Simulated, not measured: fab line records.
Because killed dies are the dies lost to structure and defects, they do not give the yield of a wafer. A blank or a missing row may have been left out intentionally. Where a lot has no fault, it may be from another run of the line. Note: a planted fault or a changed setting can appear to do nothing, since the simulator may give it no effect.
Which tool was responsible? | flow rit_cmos | Sampling: 14 lots, 42 wafers, 4 of 202 route steps

## WHAT EACH GAUGE READ, for each wafer
RIT_NWELL_OVL_MEAS_06. Usual: for NWELL_OVL the level is 0.2 nm and the standard deviation is 1.5.
lot  | measured    | on         | NWELL_OVL (nm) | flag
L590 | day 1 22:26 | overlay-02 | -0.7 0.9 1.4   |
L591 | day 2 03:28 | overlay-02 | 0.5 1.8 1.0    |
L593 | day 2 12:21 | overlay-02 | -1.0 -1.3 -0.9 |
L594 | day 2 17:02 | overlay-02 | 0.6 1.4 2.5    |
L596 | day 3 02:18 | overlay-02 | 2.5 1.3 1.6    |
L597 | day 3 11:28 | overlay-01 | -1.7 -1.8 -1.6 |
L598 | day 3 15:13 | overlay-02 | 1.2 -1.0 1.3   |
L599 | day 3 22:05 | overlay-01 | 0.8 1.6 1.5    |
L600 | day 4 01:25 | overlay-02 | -1.7 -2.9 -1.4 |
L601 | day 4 04:58 | overlay-02 | -1.2 -1.3 -0.1 |
L603 | day 4 15:22 | overlay-02 | 1.9 3.5 2.2    |
L607 | day 5 12:19 | overlay-01 | 1.5 2.3 2.8    |
L610 | day 6 03:19 | overlay-02 | -0.2 -1.0 -1.3 |
L613 | day 6 17:23 | overlay-01 | -0.2 0.2 -1.4  |

RIT_PSD_TW_MEAS_10. Usual: for PSD_TW the level is 3423 and the standard deviation is 26.
lot  | measured    | on            | PSD_TW         | flag
L590 | day 3 04:51 | film_metro-04 | 3413 3408 3434 |
L591 | day 3 10:27 | film_metro-03 | 3383 3371 3378 |
L593 | day 3 16:40 | film_metro-04 | 3408 3403 3414 |
L594 | day 3 23:52 | film_metro-02 | 3463 3451 3436 |
L596 | day 4 08:46 | film_metro-03 | 3380 3401 3367 |
L597 | day 4 18:13 | film_metro-04 | 3463 3458 3434 |
L598 | day 4 21:47 | film_metro-04 | 3462 3466 3442 |
L599 | day 5 05:16 | film_metro-02 | 3438 3453 3465 |
L600 | day 5 10:21 | film_metro-03 | 3386 3388 3396 |
L601 | day 5 12:54 | film_metro-04 | 3430 3424 3428 |
L603 | day 5 23:08 | film_metro-02 | 3418 3433 3423 |
L607 | day 6 19:58 | film_metro-04 | 3391 3414 3404 |
L610 | day 7 08:56 | film_metro-04 | 3425 3431 3415 |
L613 | day 8 00:41 | film_metro-02 | 3432 3431 3414 |

## WHICH TOOL RAN EACH LOT (tool, then ch and the chambers of the sampled wafers, then the start)
lot  | RIT_NRETRO_STRIP_09                 | RIT_NLDD_DEVELOP_05
L590 | plasma_asher-04 ch 0,1, day 2 08:23 | litho_track-02 ch 0, day 2 20:00
L591 | plasma_asher-01 ch 0,1, day 2 12:38 | litho_track-02 ch 0, day 3 02:00
L593 | plasma_asher-04 ch 0,1, day 2 21:51 | litho_track-03 ch 0, day 3 09:00
L594 | plasma_asher-04 ch 0,1, day 3 02:01 | litho_track-01 ch 0, day 3 16:00
L596 | plasma_asher-03 ch 0,1, day 3 12:06 | litho_track-03 ch 0, day 4 00:00
L597 | plasma_asher-03 ch 0,1, day 3 20:35 | litho_track-01 ch 0, day 4 10:00
L598 | plasma_asher-01 ch 0,1, day 4 01:04 | litho_track-01 ch 0, day 4 14:00
L599 | plasma_asher-03 ch 0,1, day 4 07:19 | litho_track-03 ch 0, day 4 21:00
L600 | plasma_asher-03 ch 0, day 4 11:10   | litho_track-01 ch 0, day 5 02:00
L601 | plasma_asher-01 ch 0,1, day 4 14:45 | litho_track-01 ch 0, day 5 05:00
L603 | plasma_asher-04 ch 0,1, day 5 01:07 | litho_track-01 ch 0, day 5 15:00
L607 | plasma_asher-04 ch 0,1, day 5 21:45 | litho_track-01 ch 0, day 6 11:00
L610 | plasma_asher-03 ch 0,1, day 6 12:11 | litho_track-01 ch 0, day 7 01:00
L613 | plasma_asher-03 ch 0,1, day 7 02:35 | litho_track-02 ch 0, day 7 16:00
- RIT_NRETRO_STRIP_09: strips in O2, time 180 s.
- RIT_NLDD_DEVELOP_05: develop time 50 s.

## AS READ BY THE TOOLS THEMSELVES (means over the sampled wafers that have a number; for cases with no such wafer, the mark the record gives instead)
RIT_NRETRO_STRIP_09. Usual: 5.7 A for drypump_motor_current_A, sd 0.49.
lot  | tool            | drypump_motor_current_A (A) | flag
L590 | plasma_asher-04 | 5.9                         |
L591 | plasma_asher-01 | 6.0                         |
L593 | plasma_asher-04 | 6.1                         |
L594 | plasma_asher-04 | 6.1                         |
L596 | plasma_asher-03 | 5.4                         |
L597 | plasma_asher-03 | 5.4                         |
L598 | plasma_asher-01 | 6.1                         |
L599 | plasma_asher-03 | 5.3                         |
L600 | plasma_asher-03 | 5.5                         |
L601 | plasma_asher-01 | 6.0                         |
L603 | plasma_asher-04 | 6.1                         |
L607 | plasma_asher-04 | 6.1                         |
L610 | plasma_asher-03 | 5.4                         |
L613 | plasma_asher-03 | 5.3                         |

RIT_NLDD_DEVELOP_05. Usual: 23.02 C for developer_temp_C, sd 0.11.
lot  | tool           | developer_temp_C (C) | flag
L590 | litho_track-02 | 23.11                |
L591 | litho_track-02 | 23.16                |
L593 | litho_track-03 | 23.09                |
L594 | litho_track-01 | 23.01                |
L596 | litho_track-03 | 23.09                |
L597 | litho_track-01 | 23.03                |
L598 | litho_track-01 | 23.05                |
L599 | litho_track-03 | 23.09                |
L600 | litho_track-01 | 23.22                |
L601 | litho_track-01 | 23.01                |
L603 | litho_track-01 | 23.06                |
L607 | litho_track-01 | 23.93                | OFF
L610 | litho_track-01 | 23.89                | OFF
L613 | litho_track-02 | 22.94                |

## THE ANSWER, worked out from the rows above alone
Rule: a lot counts as off when the mean over its wafers that have a number is more than 3 standard deviations away from the usual mean. Also off: a lot with no number at a reading for which 4 or more lots have one. Any other lot the step has rows for is counted as sound. The gauges are gone through in route order, then the tools' own readings, and for those a lot's mean is taken as printed above. At the first step where some lot is off, the reading lying furthest off is the one used; lots without a number count as furthest.
Off: L607, L610 (RIT_NLDD_DEVELOP_05, developer_temp_C).
A tool fits if, at that step or a process step before it, it ran every lot that is off, and no sound lot after the first of them. One candidate fits, namely litho_track-01 at RIT_NLDD_DEVELOP_05. A fault onset in the window from L603 (day 5 15:00, its last sound lot) to L607 (day 6 11:00, its first lot off) fits.
On the lots that are off, the tool's own readings at RIT_NLDD_DEVELOP_05 differ by more than 5 times the standard deviation of the sound lots' means, which bears it out; developer_temp_C reads 23.91 C there versus 23.07 C on the sound lots.

## WHAT HAD BEEN PUT IN BY THE SIMULATOR
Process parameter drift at RIT_NLDD_DEVELOP_05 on litho_track-01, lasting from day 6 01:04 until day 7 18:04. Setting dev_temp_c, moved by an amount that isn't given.
Lots struck among those shown: L607, L610. The rule above reached the same finding.
